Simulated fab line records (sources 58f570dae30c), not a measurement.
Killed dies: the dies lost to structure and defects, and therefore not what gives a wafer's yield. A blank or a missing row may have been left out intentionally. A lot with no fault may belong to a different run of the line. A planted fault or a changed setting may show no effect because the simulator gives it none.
2 desks looking at one fault + flow berkeley-cmos170 + only its own numbers are on each desk; what lay behind them is given at the end

## THE TOOL OWNER'S DESK: implanter-02
UCB170_NLDD_IMPLANT_09, tool's own readings: per-lot mean of the sampled wafers with a number, covering each lot this tool ran. Marked OUT: a lot whose mean sits more than 4 standard deviations from the usual mean, which makes it out of limits; the brackets give that distance.
Columns: A = beam-on-s at UCB170_NLDD_IMPLANT_09, usual 9.98 s
| lot  | first seen here | A     |
|------|-----------------|-------|
| L480 | day 7 06:49     | 9.94  |
| L483 | day 8 03:15     | 10.00 |
| L487 | day 9 03:37     | 10.04 |
| L490 | day 9 18:12     | 10.11 |
| L488 | day 9 19:04     | 10.04 |
| L493 | day 10 15:59    | 10.04 |
This desk's verdict: no lot among the 6 shows anything out of limits.

## THE METROLOGY DESK
Means of the sampled wafers that have a number, per lot and without regard to the tool the lot ran on: this is what the gauges read. Marked OUT: a lot whose mean sits more than 4 standard deviations from the usual mean, which makes it out of limits; the brackets give that distance.
Columns: A = cd-nm at UCB170_GATE_CD_MEAS_90, usual 349.4 nm; B = PSD_OVL at UCB170_PSD_OVL_MEAS_07, usual 1 nm; C = NLDD_RS at UCB170_SDANNEAL_RS_MEAS_05, usual 615.0 ohm/sq
| lot  | first seen here | A     | B  | C                |
|------|-----------------|-------|----|------------------|
| L480 | day 7 00:46     | 349.0 | -1 | 614.1            |
| L482 | day 7 20:37     | 347.4 | 7  | 617.1            |
| L483 | day 7 20:52     | 350.9 | 6  | 615.6            |
| L481 | day 7 21:07     | 347.5 | 7  | 613.3            |
| L487 | day 9 00:11     | 348.4 | -3 | 614.2            |
| L489 | day 9 11:18     | 347.8 | -2 | 616.3            |
| L488 | day 9 11:55     | 349.5 | 4  | 629.8 (+11) OUT  |
| L490 | day 9 12:04     | 350.7 | -3 | 626.6 (+8.3) OUT |
| L493 | day 10 09:05    | 348.4 | -2 | 625.8 (+7.7) OUT |
| L495 | day 10 09:11    | 350.9 | 2  | 614.7            |
| L494 | day 10 09:20    | 349.1 | -4 | 615.1            |
| L497 | day 11 08:07    | 348.8 | 4  | 615.9            |
| L500 | day 11 15:19    | 349.2 | 3  | 614.1            |
| L501 | day 11 15:34    | 349.3 | -3 | 616.8            |
| L502 | day 11 15:38    | 348.7 | 1  | 615.6            |
This desk finds L488, L490, L493 out of limits, with the earliest case on L490 at day 10 08:37 (NLDD_RS at UCB170_SDANNEAL_RS_MEAS_05). Within limits: L480, L482, L483, L481, L487, L489, L495, L494, L497, L500, L501, L502.

## ALL TOGETHER
An alarm was possible from the metrology desk at day 10 08:37, on L488, L490, L493.
Nothing out of limits was seen by the tool owner's desk.
Tool owner's desk: L488, L490, L493 on record, inside its limits.
All the named lots went through UCB170_NLDD_IMPLANT_09 on implanter-02.

## WHAT THE SIMULATOR HAD INSERTED
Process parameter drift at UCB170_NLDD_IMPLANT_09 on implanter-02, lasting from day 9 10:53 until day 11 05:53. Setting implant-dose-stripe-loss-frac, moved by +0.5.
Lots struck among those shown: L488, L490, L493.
Time in hours between the start of the fault and the first out-of-limits reading at each desk: metrology desk, 22.
